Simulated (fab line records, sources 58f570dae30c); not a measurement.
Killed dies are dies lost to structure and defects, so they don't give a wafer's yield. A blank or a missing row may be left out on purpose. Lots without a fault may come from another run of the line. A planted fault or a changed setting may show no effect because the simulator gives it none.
Which tool did it? | flow berkeley_cmos170 | 13 lots, 39 wafers sampled, at 1 step of a route of 331

WHAT THE GAUGES READ, wafer by wafer
The record holds no reading of a measuring or inspecting step that can be judged against a usual standard deviation.

WHICH TOOL RAN EACH LOT (tool, then ch and the chambers of the sampled wafers, then the start)
lot  | UCB170_SPACER_ETCHBACK_03
L514 | rie_diel-04 ch 1,2,3, day 6 20:58
L515 | rie_diel-01 ch 1,2,3, day 6 20:58
L517 | rie_diel-03 ch 2,3, day 7 04:52
L518 | rie_diel-01 ch 1,2,3, day 7 04:52
L519 | rie_diel-04 ch 0,1,3, day 7 19:00
L520 | rie_diel-03 ch 1,3, day 7 19:00
L521 | rie_diel-03 ch 0,1,2, day 7 23:12
L522 | rie_diel-01 ch 0,2,3, day 8 00:47
L523 | rie_diel-04 ch 1,2,3, day 8 00:47
L524 | rie_diel-04 ch 0,1,3, day 8 18:50
L530 | rie_diel-04 ch 0,1, day 9 23:57
L535 | rie_diel-01 ch 0,1, day 10 14:11
L536 | rie_diel-03 ch 0,1,3, day 10 14:11
- UCB170_SPACER_ETCHBACK_03: etches SiO2 in CHF3/CF4/Ar, stops on Si, target depth 376 nm, time 100 s.

WHAT THE TOOLS THEMSELVES READ (means of the sampled wafers that have a number; where no wafer has one, the mark that the record gives instead)
UCB170_SPACER_ETCHBACK_03. Usual: drypump_motor_current_A 5.8 A, standard deviation 0.45; oes_product_au 0.902 a.u., standard deviation 0.018; throttle_valve_pct 6.45 %, standard deviation 0.11.
lot  | tool        | drypump_motor_current_A (A) | oes_product_au (a.u.) | throttle_valve_pct (%) | flag
L514 | rie_diel-04 | 5.8                         | 0.891                 | 6.45                   |
L515 | rie_diel-01 | 6.1                         | 0.903                 | 6.47                   |
L517 | rie_diel-03 | 6.1                         | 0.878                 | 6.54                   |
L518 | rie_diel-01 | 6.1                         | 0.904                 | 6.47                   |
L519 | rie_diel-04 | 5.6                         | 0.906                 | 6.38                   |
L520 | rie_diel-03 | 5.6                         | 0.920                 | 6.36                   |
L521 | rie_diel-03 | 5.5                         | 0.896                 | 6.42                   |
L522 | rie_diel-01 | 6.0                         | 0.912                 | 6.54                   |
L523 | rie_diel-04 | 5.8                         | 0.895                 | 6.45                   |
L524 | rie_diel-04 | 5.6                         | 0.904                 | 6.39                   |
L530 | rie_diel-04 | 5.3                         | 0.886                 | 6.44                   |
L535 | rie_diel-01 | 6.0                         | 0.897                 | 6.54                   |
L536 | rie_diel-03 | 5.4                         | 0.896                 | 6.42                   |

THE ANSWER, worked out from the rows above alone
Rule: a lot is off if the mean of its wafers that have a number lies more than 3 standard deviations from the usual mean. A lot without any number at a reading at which 4 lots or more have one is off too. The other lots that the step has rows for count as sound. The gauges are gone through in route order, then the tools' own readings, and for those a lot's mean is taken as printed above. The first step at which some lot is off is used, and at that step the reading that is off furthest; a lot without a number counts as furthest.
No lot is off at any reading shown: from this, nothing can be told.

WHAT THE SIMULATOR HAD PUT IN
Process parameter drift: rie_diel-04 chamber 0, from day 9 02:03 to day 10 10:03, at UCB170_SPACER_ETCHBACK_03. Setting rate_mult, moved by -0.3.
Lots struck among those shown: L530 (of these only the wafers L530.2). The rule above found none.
